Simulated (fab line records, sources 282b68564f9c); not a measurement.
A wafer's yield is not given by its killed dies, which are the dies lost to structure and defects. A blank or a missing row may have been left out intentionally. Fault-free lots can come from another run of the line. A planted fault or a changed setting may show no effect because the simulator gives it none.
8D (eight disciplines) problem report, filled in by code ; flow rit-cmos ; the parts of the form that need people (team, actions taken, sign-off) are left out

## 1. THE PROBLEM
Mean of run-length-s at RIT_SPACER_ETCHBACK_05: 172.4 s across 6 wafers in 2 lots; on wafers with no fault it is 268.4 s (standard deviation 0.35). So: -99 or more standard deviations from the usual mean.
The step: etches Si3N4 in SF6/CHF3, stops on SiO2, target depth 250 nm, time 240 s.
First seen on wafer L799.1, day 6 13:30, on rie-diel-03. Wafers with a number at this step in the record: 42, from 14 lots. Rule for "out", or "out of limits": more than 4 standard deviations from the usual mean. The other wafers with a number count as sound.

## 2. WHAT IT IS, WHAT IT ISN'T
question;is;is not
which readings at this step;run-length-s, oes-product-au;CHF3_flow_sccm, drypump-motor-current-A, throttle-valve-pct
which lots;L799, L802;L783, L786, L788, L789, L790, L792, L793, L795, L796, L804, L805, L806
which wafers of those lots;all that have a number;-
read on which tools;rie-diel-03;rie-diel-01, rie-diel-04
when;from day 6 13:30;"up to then (27 sound wafers); but 9 sound wafers of L804, L805, L806 came after"

## 3. SUSPECTS, AND WHAT RULES EACH OUT
Counting: a tool stays on the suspect list if, at a process step up to the reading, it processed all lots that are out and no sound lot following the first of them.
- rie-diel-03 at RIT_SPACER_ETCHBACK_05 (etches Si3N4 in SF6/CHF3, stops on SiO2, target depth 250 nm, time 240 s): kept. It processed each lot that is out, first L799 at day 6 13:30, and no sound lot thereafter; up to then, the last sound lot it processed was L796 at day 5 19:45. Out on those wafers are its own readings of oes-product-au, run-length-s.
After counting, what remains is rie-diel-03 at RIT_SPACER_ETCHBACK_05.

## 4. THE CAUSE (what the simulator had put in)
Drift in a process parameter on rie-diel-03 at RIT_SPACER_ETCHBACK_05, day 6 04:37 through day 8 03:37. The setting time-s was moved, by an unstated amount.
This tool alone remained once counting was done.

## 5. THE CHAIN OF EFFECTS, in route order
Each row: a reading where the mean over the struck wafers with a number is more than 3 standard deviations away from the usual. Only readings whose record carries a usual standard deviation are examined. hours: median over the lots of the time between each lot's start at the first step of this table that gives one and its start at this step. sigmas: the change, counted in usual standard deviations.
hours;step;reading;usual;on struck wafers;change;sigmas
0;RIT_SPACER_ETCHBACK_05;oes-product-au;0.838 a.u.;1.008;+0.170;+11
0;RIT_SPACER_ETCHBACK_05;run-length-s;268.4 s;172.4;-95.9;-99 or more
11;RIT_M1_PROBE_99;killed-at-front-end;6;264;+258;+83
11;RIT_M1_PROBE_99;killed-dies;6;264;+258;+83
11;RIT_M1_PROBE_99;killed-on-rim;1.6;70.0;+68.4;+49
Process steps it contains:
- RIT_SPACER_ETCHBACK_05: etches Si3N4 in SF6/CHF3, stops on SiO2, target depth 250 nm, time 240 s.
- RIT_M1_PROBE_99

## 6. HOW IT WOULD HAVE BEEN CAUGHT EARLIER
The fault began at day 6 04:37; the first out-of-limits reading in this record came at day 6 13:30, 9 hours later.
